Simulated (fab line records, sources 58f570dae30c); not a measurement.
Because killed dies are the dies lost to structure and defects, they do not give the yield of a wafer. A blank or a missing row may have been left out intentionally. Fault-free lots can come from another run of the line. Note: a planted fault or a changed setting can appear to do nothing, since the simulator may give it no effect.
fab line records + flow berkeley-cmos170 + part 2 of 2: steps 28 to 38 of 38
record:
- lots: 5
- wafers: 15
- last-day: 11
route steps=331 shown M2@289 V2@292 M3@309
lots untouched by any fault: they come from a run of this same line in which no faults occurred
start-h: start of the lot's first displayed wafer, in hours after the record's first day + wait-h: time in hours since the lot's previous step + " the same as in the row above + L1.1+2: several wafers, shown together as one row + - either no value or no given start + * or withheld: withheld + < > ~ a bound
route shown NAME@n: a module of which the file shows steps, and the number in the route of the first + usual: mean/standard deviation taken from wafers without a fault + same: alike in all rows + chamber/n: place in a boat + sites: readings site by site + _std_site: their standard deviation + _edge_site: the outer-site mean with the inner-site mean subtracted + radius-mm: how far each site lies from the wafer's centre + mask NAME#n: copy n + behind: the last tool/chamber to shape the wafer + hold: why the lot was held/for how many hours/how that ended + device: names the non-switching transistor (n, p or np) + end of line: the route-end tests of the same wafers + a step with no rows: only its recipe + killed: not the wafer's yield, but the dies lost to structure and defects at the first sort + map: shows each die of a wafer: x if killed, . if not, _ if none is there
set.NAME: the run value of the setting; set.NAME@STEP: its run value at that earlier step + model.NAME: the simulator's own value behind a step, which no gauge read
a table for each step, a row for each wafer; lots at some steps of the route
services: a tool's chamber out of use, with start hour (start-h, from the record's first day; less than 0 if before it), hours out, and reason
== steps ==
step: UCB170_M3_STRIP_07
recipe:
- chemistry: O2
- power-w: 400
- pressure-mtorr: 3500
- platen-temp-c: withheld
- o2-flow-sccm: 400
- overash-fraction: 0.5
usual:
- drypump-motor-current-A: 5.79/0.22
- oes-product-au: 0.734/0.0046
- strip-time-to-endpoint-s: 21.96/0.065
| lot.wafer | tool            | chamber | start-h | wait-h | drypump-motor-current-A | oes-product-au | rf-hours-counter-h | strip-time-to-endpoint-s |
|-----------|-----------------|---------|---------|--------|-------------------------|----------------|--------------------|--------------------------|
| L078.3    | plasma-asher-03 | 0       | 205.48  | 0.1    | 5.90                    | 0.730          | -                  | 22.00                    |
| L078.4    | "               | 1       | "       | "      | 5.74                    | 0.736          | -                  | 21.96                    |
| L078.5    | "               | 0       | "       | "      | 5.90                    | 0.740          | -                  | 22.02                    |
| L077.1    | plasma-asher-01 | 0       | 215.04  | 0.1    | 5.45                    | 0.730          | 11                 | 21.98                    |
| L077.4    | "               | 0       | "       | "      | 5.45                    | 0.733          | -                  | 22.01                    |
| L077.6    | "               | 1       | "       | "      | 6.20                    | 0.740          | -                  | 21.96                    |
| L080.3    | plasma-asher-04 | 1       | 221.68  | 0.1    | 5.92                    | 0.734          | -                  | 21.93                    |
| L080.5    | "               | 1       | "       | "      | 5.93                    | 0.742          | -                  | 21.95                    |
| L080.6    | "               | 0       | "       | "      | 5.47                    | 0.734          | -                  | 21.84                    |
| L084.2    | plasma-asher-03 | 1       | 225.68  | 0.1    | 5.75                    | 0.744          | 51                 | 21.96                    |
| L084.3    | "               | 1       | "       | "      | 5.75                    | 0.738          | -                  | 22.00                    |
| L084.5    | "               | 1       | "       | "      | 5.76                    | 0.733          | -                  | 21.99                    |
| L090.1    | plasma-asher-01 | 1       | 267.35  | 0.1    | 6.22                    | 0.730          | 17                 | 22.03                    |
| L090.3    | "               | 1       | "       | "      | 6.22                    | 0.733          | -                  | 21.96                    |
| L090.6    | "               | 1       | "       | "      | 6.23                    | 0.733          | -                  | 21.98                    |
step: UCB170_M3_STRIP_08
recipe:
- chemistry: DMSO
- temp-c: 80
- time-s: 600
- material: KrF
usual:
- bath-heat-duty-pct: 17.3/1.5
| lot.wafer | tool         | chamber | start-h | wait-h | bath-heat-duty-pct |
|-----------|--------------|---------|---------|--------|--------------------|
| L078.3    | wet-bench-03 | 0       | 205.54  | 0.0    | 18.7               |
| L078.4    | "            | 0       | "       | "      | 16.6               |
| L078.5    | "            | 0       | "       | "      | 17.6               |
| L077.1    | wet-bench-03 | 0       | 215.14  | 0.1    | 17.6               |
| L077.4    | "            | 0       | "       | "      | 17.0               |
| L077.6    | "            | 0       | "       | "      | 17.5               |
| L080.3    | wet-bench-03 | 1       | 222.95  | 1.2    | 18.8               |
| L080.5    | "            | 1       | "       | "      | 17.7               |
| L080.6    | "            | 1       | "       | "      | 18.8               |
| L084.2    | wet-bench-01 | 3       | 225.78  | 0.1    | 17.0               |
| L084.3    | "            | 3       | "       | "      | 17.2               |
| L084.5    | "            | 3       | "       | "      | 18.1               |
| L090.1    | wet-bench-03 | 2       | 267.45  | 0.1    | 16.5               |
| L090.3    | "            | 2       | "       | "      | 14.7               |
| L090.6    | "            | 2       | "       | "      | 14.8               |
step: UCB170_M3_COAT_09
recipe:
- resist: BARC
- temp-c: withheld
- time-s: withheld
- spin-rpm: 3000
- resist-thk-nm: withheld
| lot.wafer  | tool           | chamber | start-h | wait-h |
|------------|----------------|---------|---------|--------|
| L078.3+4+5 | litho-track-02 | 0       | 206.00  | 0.3    |
| L077.1+4+6 | litho-track-02 | 0       | 215.39  | 0.1    |
| L080.3+5+6 | litho-track-03 | 0       | 223.55  | 0.4    |
| L084.2+3+5 | litho-track-03 | 0       | 225.98  | 0.0    |
| L090.1+3+6 | litho-track-02 | 0       | 268.02  | 0.4    |
step: UCB170_M3_COAT_10
recipe:
- resist: KrF
- spin-rpm: 1500
- resist-thk-nm: 900
| lot.wafer  | tool           | chamber | start-h | wait-h |
|------------|----------------|---------|---------|--------|
| L078.3+4+5 | litho-track-02 | 0       | -       | -      |
| L077.1+4+6 | litho-track-02 | 0       | -       | -      |
| L080.3+5+6 | litho-track-03 | 0       | -       | -      |
| L084.2+3+5 | litho-track-03 | 0       | -       | -      |
| L090.1+3+6 | litho-track-02 | 0       | -       | -      |
step: UCB170_M3_SOFTBAKE_11
recipe:
- resist: KrF
- temp-c: 130
- time-s: 60
usual:
- plate-temp-C: 130.01/0.12
| lot.wafer | tool           | chamber | start-h | wait-h | plate-temp-C |
|-----------|----------------|---------|---------|--------|--------------|
| L078.3    | litho-track-02 | 0       | -       | -      | 130.03       |
| L078.4    | "              | 0       | "       | "      | 130.05       |
| L078.5    | "              | 0       | "       | "      | 130.16       |
| L077.1    | litho-track-02 | 0       | -       | -      | 130.14       |
| L077.4    | "              | 0       | "       | "      | 130.10       |
| L077.6    | "              | 0       | "       | "      | 130.09       |
| L080.3    | litho-track-03 | 0       | -       | -      | 130.16       |
| L080.5    | "              | 0       | "       | "      | 130.12       |
| L080.6    | "              | 0       | "       | "      | 129.96       |
| L084.2    | litho-track-03 | 0       | -       | -      | 129.91       |
| L084.3    | "              | 0       | "       | "      | 130.02       |
| L084.5    | "              | 0       | "       | "      | 129.88       |
| L090.1    | litho-track-02 | 0       | -       | -      | 130.14       |
| L090.3    | "              | 0       | "       | "      | 130.11       |
| L090.6    | "              | 0       | "       | "      | 129.90       |
step: UCB170_M3_EXPOSE_12
recipe:
- mask-id: METAL3
- target-cd-nm: 700
- na: 0.5
- sigma-outer: 0.6
- source-shape: conventional
- dose-mj: 26
usual:
- stage-vel-mm-s: 499.93/0.24
| lot.wafer | tool           | chamber | start-h | wait-h | mask     | stage-vel-mm-s |
|-----------|----------------|---------|---------|--------|----------|----------------|
| L078.3    | krf-scanner-02 | 0       | 206.44  | -      | METAL3#0 | 500.04         |
| L078.4    | "              | 0       | "       | "      | METAL3#0 | 499.84         |
| L078.5    | "              | 0       | "       | "      | METAL3#0 | 500.17         |
| L077.1    | krf-scanner-02 | 0       | 215.84  | -      | METAL3#0 | 499.80         |
| L077.4    | "              | 0       | "       | "      | METAL3#0 | 500.20         |
| L077.6    | "              | 0       | "       | "      | METAL3#0 | 499.56         |
| L080.3    | krf-scanner-02 | 0       | 223.99  | -      | METAL3#0 | 500.29         |
| L080.5    | "              | 0       | "       | "      | METAL3#0 | 499.81         |
| L080.6    | "              | 0       | "       | "      | METAL3#0 | 499.77         |
| L084.2    | krf-scanner-02 | 0       | 226.42  | -      | METAL3#0 | 499.65         |
| L084.3    | "              | 0       | "       | "      | METAL3#0 | 500.02         |
| L084.5    | "              | 0       | "       | "      | METAL3#0 | 499.98         |
| L090.1    | krf-scanner-01 | 0       | 268.47  | -      | METAL3#0 | 500.42         |
| L090.3    | "              | 0       | "       | "      | METAL3#0 | 500.04         |
| L090.6    | "              | 0       | "       | "      | METAL3#0 | 500.07         |
step: UCB170_M3_PEB_13
recipe:
- peb-temp-c: 130
- peb-time-s: withheld
- resist: KrF
usual:
- plate-temp-C: 129.98/0.12
| lot.wafer | tool           | chamber | start-h | wait-h | plate-temp-C |
|-----------|----------------|---------|---------|--------|--------------|
| L078.3    | litho-track-03 | 0       | 207.17  | 0.7    | 129.86       |
| L078.4    | "              | 0       | "       | "      | 129.95       |
| L078.5    | "              | 0       | "       | "      | 129.88       |
| L077.1    | litho-track-04 | 0       | 215.95  | 0.1    | 129.99       |
| L077.4    | "              | 0       | "       | "      | 130.07       |
| L077.6    | "              | 0       | "       | "      | 129.97       |
| L080.3    | litho-track-02 | 0       | 224.73  | 0.7    | 129.89       |
| L080.5    | "              | 0       | "       | "      | 129.82       |
| L080.6    | "              | 0       | "       | "      | 129.99       |
| L084.2    | litho-track-04 | 0       | 226.60  | 0.2    | 130.06       |
| L084.3    | "              | 0       | "       | "      | 129.93       |
| L084.5    | "              | 0       | "       | "      | 130.03       |
| L090.1    | litho-track-04 | 0       | 268.60  | 0.1    | 129.96       |
| L090.3    | "              | 0       | "       | "      | 130.12       |
| L090.6    | "              | 0       | "       | "      | 129.68       |
step: UCB170_M3_DEVELOP_14
recipe:
- developer: TMAH
- develop-time-s: 45
- resist: KrF
- dev-temp-c: 21
| lot.wafer  | tool           | chamber | start-h | wait-h |
|------------|----------------|---------|---------|--------|
| L078.3+4+5 | litho-track-03 | 0       | -       | -      |
| L077.1+4+6 | litho-track-04 | 0       | -       | -      |
| L080.3+5+6 | litho-track-02 | 0       | -       | -      |
| L084.2+3+5 | litho-track-04 | 0       | -       | -      |
| L090.1+3+6 | litho-track-04 | 0       | -       | -      |
step: UCB170_M3_CD_MEAS_15
recipe:
- target-cd-nm: 700
usual:
- cd-nm: 700.0/1.3
| lot.wafer | tool      | chamber | start-h | wait-h | cd-nm |
|-----------|-----------|---------|---------|--------|-------|
| L078.3    | cd-sem-02 | -       | 207.44  | -      | 698.2 |
| L078.4    | "         | -       | "       | "      | 698.5 |
| L078.5    | "         | -       | "       | "      | 698.3 |
| L077.1    | cd-sem-01 | -       | 216.23  | -      | 698.1 |
| L077.4    | "         | -       | "       | "      | 698.5 |
| L077.6    | "         | -       | "       | "      | 699.2 |
| L080.3    | cd-sem-02 | -       | 224.99  | -      | 703.0 |
| L080.5    | "         | -       | "       | "      | 704.0 |
| L080.6    | "         | -       | "       | "      | 703.0 |
| L084.2    | cd-sem-02 | -       | 226.87  | -      | 701.7 |
| L084.3    | "         | -       | "       | "      | 700.8 |
| L084.5    | "         | -       | "       | "      | 700.4 |
| L090.1    | cd-sem-02 | -       | 268.87  | -      | 698.6 |
| L090.3    | "         | -       | "       | "      | 699.5 |
| L090.6    | "         | -       | "       | "      | 699.0 |
step: UCB170_M3_OVL_MEAS_16
usual:
- M3_OVL: 2/6.3
| lot.wafer | tool       | chamber | start-h | wait-h | M3_OVL[nm] |
|-----------|------------|---------|---------|--------|------------|
| L078.3    | overlay-01 | -       | 207.53  | 0.1    | -14        |
| L078.4    | "          | -       | "       | "      | -12        |
| L078.5    | "          | -       | "       | "      | -9         |
| L077.1    | overlay-01 | -       | 216.35  | 0.1    | -6         |
| L077.4    | "          | -       | "       | "      | 10         |
| L077.6    | "          | -       | "       | "      | 7          |
| L080.3    | overlay-02 | -       | 225.09  | 0.1    | 4          |
| L080.5    | "          | -       | "       | "      | 2          |
| L080.6    | "          | -       | "       | "      | 3          |
| L084.2    | overlay-02 | -       | 226.98  | 0.1    | -3         |
| L084.3    | "          | -       | "       | "      | -3         |
| L084.5    | "          | -       | "       | "      | -8         |
| L090.1    | overlay-01 | -       | 268.99  | 0.1    | 2          |
| L090.3    | "          | -       | "       | "      | -5         |
| L090.6    | "          | -       | "       | "      | 0          |
step: UCB170_M3_ETCH_17
recipe:
- chemistry: N2/H2
- target-depth-a: withheld
- overetch-a: withheld
- target: BARC
- time-s: withheld
- source-w: 482.8
- bias-w: 100
- pressure-mtorr: 30
- n2-flow-sccm: 100
- h2-flow-sccm: 200
usual:
- drypump-motor-current-A: 5.7/0.43
- oes-product-au: 0.988/0.023
- throttle-valve-pct: 13.38/0.17
| lot.wafer | tool        | chamber | start-h | wait-h | drypump-motor-current-A | oes-product-au | throttle-valve-pct |
|-----------|-------------|---------|---------|--------|-------------------------|----------------|--------------------|
| L078.3    | rie-diel-03 | 0       | 207.56  | 0.0    | 4.8                     | 0.998          | 13.32              |
| L078.4    | "           | 2       | "       | "      | 5.2                     | 1.030          | 13.69              |
| L078.5    | "           | 3       | "       | "      | 6.0                     | 0.970          | 13.01              |
| L077.1    | rie-diel-03 | 0       | 216.38  | 0.0    | 4.7                     | 1.002          | 13.33              |
| L077.4    | "           | 2       | "       | "      | 5.2                     | 1.029          | 13.69              |
| L077.6    | "           | 1       | "       | "      | 5.5                     | 1.000          | 13.31              |
| L080.3    | rie-diel-03 | 2       | 225.11  | 0.0    | 5.3                     | 1.032          | 13.69              |
| L080.5    | "           | 2       | "       | "      | 5.3                     | 1.026          | 13.70              |
| L080.6    | "           | 1       | "       | "      | 5.6                     | 0.999          | 13.32              |
| L084.2    | rie-diel-03 | 2       | 227.01  | 0.0    | 5.2                     | 1.027          | 13.68              |
| L084.3    | "           | 1       | "       | "      | 5.6                     | 0.988          | 13.32              |
| L084.5    | "           | 1       | "       | "      | 5.6                     | 0.994          | 13.33              |
| L090.1    | rie-diel-03 | 3       | 269.03  | 0.0    | 6.0                     | 0.997          | 13.04              |
| L090.3    | "           | 0       | "       | "      | 4.8                     | 1.002          | 13.30              |
| L090.6    | "           | 2       | "       | "      | 5.3                     | 1.032          | 13.67              |
== services ==
| tool            | chamber | start-h | hours | kind                      |
|-----------------|---------|---------|-------|---------------------------|
| rie-diel-02     | 2       | 183.51  | 9.3   | repair                    |
| pecvd-01        | -       | 190.61  | 2.0   | repair                    |
| rie-metal-01    | 0       | 191.16  | 2.9   | repair                    |
| pvd-sputter-02  | -       | 204.32  | 3.7   | repair                    |
| plasma-asher-02 | -       | 213.64  | 3.2   | repair                    |
| rie-diel-03     | 3       | 216.23  | -     | clean                     |
| rie-diel-03     | 3       | 216.23  | 28.7  | scheduled-down            |
| cmp-02          | -       | 224.07  | 3.5   | pm                        |
| cmp-02          | -       | 229.22  | 10.2  | repair                    |
| cmp-02          | -       | 229.54  | 2.0   | repair                    |
| krf-scanner-01  | -       | 236.77  | 0.8   | pm                        |
| krf-scanner-02  | -       | 238.00  | 0.7   | repair                    |
| pvd-sputter-02  | -       | 238.31  | 1.2   | repair                    |
| cmp-02          | -       | 239.38  | 4.0   | pm                        |
| wet-bench-01    | -       | 241.04  | 1.9   | pm                        |
| krf-scanner-02  | -       | 250.93  | 0.7   | repair                    |
| rie-diel-02     | 2       | 252.18  | 8.3   | repair                    |
| rie-diel-01     | -       | 252.97  | 2.8   | pm                        |
| pecvd-03        | 1       | 257.21  | 1.8   | repair                    |
| litho-track-04  | -       | 257.31  | -     | consumable-replace:filter |
| rie-diel-02     | 1       | 259.89  | 4.0   | repair                    |
| cmp-01          | -       | 262.43  | 14.8  | pm                        |
| rie-metal-02    | -       | 263.06  | 0.6   | repair                    |
| rie-diel-03     | 1       | 268.10  | 13.2  | repair                    |
